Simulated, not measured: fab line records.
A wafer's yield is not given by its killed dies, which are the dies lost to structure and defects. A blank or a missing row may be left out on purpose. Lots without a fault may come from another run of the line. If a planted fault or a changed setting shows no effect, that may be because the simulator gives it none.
A single fault, viewed from 2 desks -- flow berkeley-cmos170 -- each desk holds nothing but its own numbers, with what lay behind them at the end

## THE METROLOGY DESK
Means of the sampled wafers that have a number, per lot and without regard to the tool the lot ran on: this is what the gauges read. If a lot's mean is further than 4 standard deviations from the usual mean, the lot is out of limits and carries the mark OUT (the distance appears in the brackets).
Columns: A = INCOMING_BOW at UCB170_START_BOW_MEAS_00, usual 0 um; B = PSD_TW at UCB170_PSD_TW_MEAS_10, usual 2308; C = PSD_RS at UCB170_SDANNEAL_RS_MEAS_02, usual 75.5 ohm/sq; D = M1_OVL at UCB170_M1_OVL_MEAS_10, usual 1 nm; E = M2_OVL at UCB170_M2_OVL_MEAS_16, usual 1 nm
lot,first seen here,A,B,C,D,E
L568,day 1 10:00,1,2307,75.7,-5,-4
L569,day 1 15:00,1,2304,76.0,5,-12
L570,day 1 20:00,-1,2276,75.7,0,-4
L571,day 2 01:00,-1,2287,75.4,-2,-4
L572,day 2 06:00,-1,2282,75.4,-7,5
L573,day 2 11:00,-3,2320,75.5,-8,9
L574,day 2 16:01,4,2323,75.7,-1,5
L579,day 3 17:00,2,2006 (-13) OUT,105.3 (+90) OUT,1,-10
L580,day 3 22:01,2,2326,75.4,2,-2
L581,day 4 03:01,-1,1962 (-15) OUT,105.8 (+92) OUT,2,0
L585,day 4 23:00,-1,2315,76.0,9,1
L587,day 5 09:01,-2,2292,75.6,-4,-2
L589,day 5 19:01,-2,2334,75.5,1,-1
L591,day 6 05:02,-2,2340,75.3,3,6
Finding of this desk: L579, L581 out of limits, first seen on L579 at day 9 08:17 (PSD_TW at UCB170_PSD_TW_MEAS_10). In limits: L568, L569, L570, L571, L572, L573, L574, L580, L585, L587, L589, L591.

## FOR THE TOOL OWNER'S DESK: implanter-02
For each lot that ran on this tool, the mean over its sampled wafers that have a number, from the tool's own readings at UCB170_PSD_IMPLANT_08. If a lot's mean is further than 4 standard deviations from the usual mean, the lot is out of limits and carries the mark OUT (the distance appears in the brackets).
Columns: A = dose-ions-cm2 at UCB170_PSD_IMPLANT_08, usual 3.001e+15; B = end-station-pressure-torr at UCB170_PSD_IMPLANT_08, usual 1.26e-05 Torr; C = faraday-current-uA at UCB170_PSD_IMPLANT_08, usual 9248; D = tilt-deg at UCB170_PSD_IMPLANT_08, usual 7.003 degrees
lot,first seen here,A,B,C,D
L570,day 6 16:24,3.003e+15,1.26e-05,9162,6.989
L573,day 7 18:19,3.003e+15,1.27e-05,9184,7.021
L579,day 9 08:02,1.841e+15 (-99 or more) OUT,9.10e-06 (-6.0) OUT,5827 (-19) OUT,7.001
L581,day 9 17:04,1.845e+15 (-99 or more) OUT,9.33e-06 (-5.6) OUT,5753 (-19) OUT,6.995
This desk's finding: out of limits on L579, L581; first on L579, day 9 08:02 (dose-ions-cm2 at UCB170_PSD_IMPLANT_08). In limits: L570, L573.

## ALL TOGETHER
The tool owner's desk had the chance to raise an alarm at day 9 08:02 on L579, L581.
At day 9 08:17 the metrology desk could have sounded an alarm, on L579, L581.
The lots listed all ran UCB170_PSD_IMPLANT_08 on implanter-02.

## WHAT THE SIMULATOR PUT IN
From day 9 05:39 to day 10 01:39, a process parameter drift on implanter-02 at UCB170_PSD_IMPLANT_08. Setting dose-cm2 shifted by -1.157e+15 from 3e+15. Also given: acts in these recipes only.
Struck lots among those shown: L579, L581.
Delay (hours) between the fault's onset and each desk's first out-of-limits reading: 2 at the tool owner's desk, 3 at the metrology desk.
